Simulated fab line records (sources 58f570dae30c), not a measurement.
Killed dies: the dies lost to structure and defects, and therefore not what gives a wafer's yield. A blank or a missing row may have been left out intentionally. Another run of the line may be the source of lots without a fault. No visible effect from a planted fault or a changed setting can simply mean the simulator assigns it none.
Which tool was responsible? -- flow berkeley-cmos170 -- Sampling: 7 lots, 21 wafers, 2 of 331 route steps

== WHAT THE GAUGES SHOWED, per wafer ==
UCB170_CONTACT_THK_MEAS_02.
lot,measured,on,CONTACT_PSG_THK (nm)
L207,day 7 17:11,film-metro-03,751 745 751
L217,day 9 17:20,film-metro-03,690 695 698
L218,day 9 17:20,film-metro-01,703 702 697
L221,day 10 15:10,film-metro-01,710 697 708
L223,day 10 18:05,film-metro-03,699 699 698
L226,day 11 09:52,film-metro-02,693 696 695
L227,day 11 14:00,film-metro-01,700 705 701

== EACH LOT AND THE TOOL THAT RAN IT (in order: tool; ch and the chambers of the sampled wafers; start) ==
lot,UCB170_CONTACT_CVD_01
L207,"lpcvd-02 ch 0, day 7 15:23"
L217,"lpcvd-01 ch 1, day 9 15:33"
L218,"lpcvd-01 ch 1, day 9 15:33"
L221,"lpcvd-02 ch 1, day 10 13:23"
L223,"lpcvd-01 ch 1, day 10 15:23"
L226,"lpcvd-01 ch 0, day 11 08:05"
L227,"lpcvd-02 ch 0, day 11 12:12"
- UCB170_CONTACT_CVD_01: deposits PSG from SiH4/O2/PH3, target thk 700 nm, time 2820 s.

== THE ANSWER, worked out from the rows above alone ==
Rule: usual is defined by the lots themselves. Put in order of their means at a reading, lots are off if they are a third of the lots or fewer, leave a main group of 4 or more, and stand apart from it by a gap of 3 or more times the standard deviation of the main group's means; of several such gaps the widest counts. A main group is skipped when, at the precision printed for the reading in the tables above, its means are all equal. A lot without any number at a reading at which 4 lots or more have one is off too. Any other lot the step has rows for is counted as sound.
Off: L207, at UCB170_CONTACT_THK_MEAS_02 (CONTACT_PSG_THK). For the main group the mean is 699 nm and the standard deviation 3.8.
If a tool, at a process step before that reading, ran all the lots that are off and no sound lot after the first of them, it fits. Those tools and the gauges at UCB170_CONTACT_THK_MEAS_02 are tried in the same way. No candidate that was tried fits.

== WHAT THE SIMULATOR PUT IN ==
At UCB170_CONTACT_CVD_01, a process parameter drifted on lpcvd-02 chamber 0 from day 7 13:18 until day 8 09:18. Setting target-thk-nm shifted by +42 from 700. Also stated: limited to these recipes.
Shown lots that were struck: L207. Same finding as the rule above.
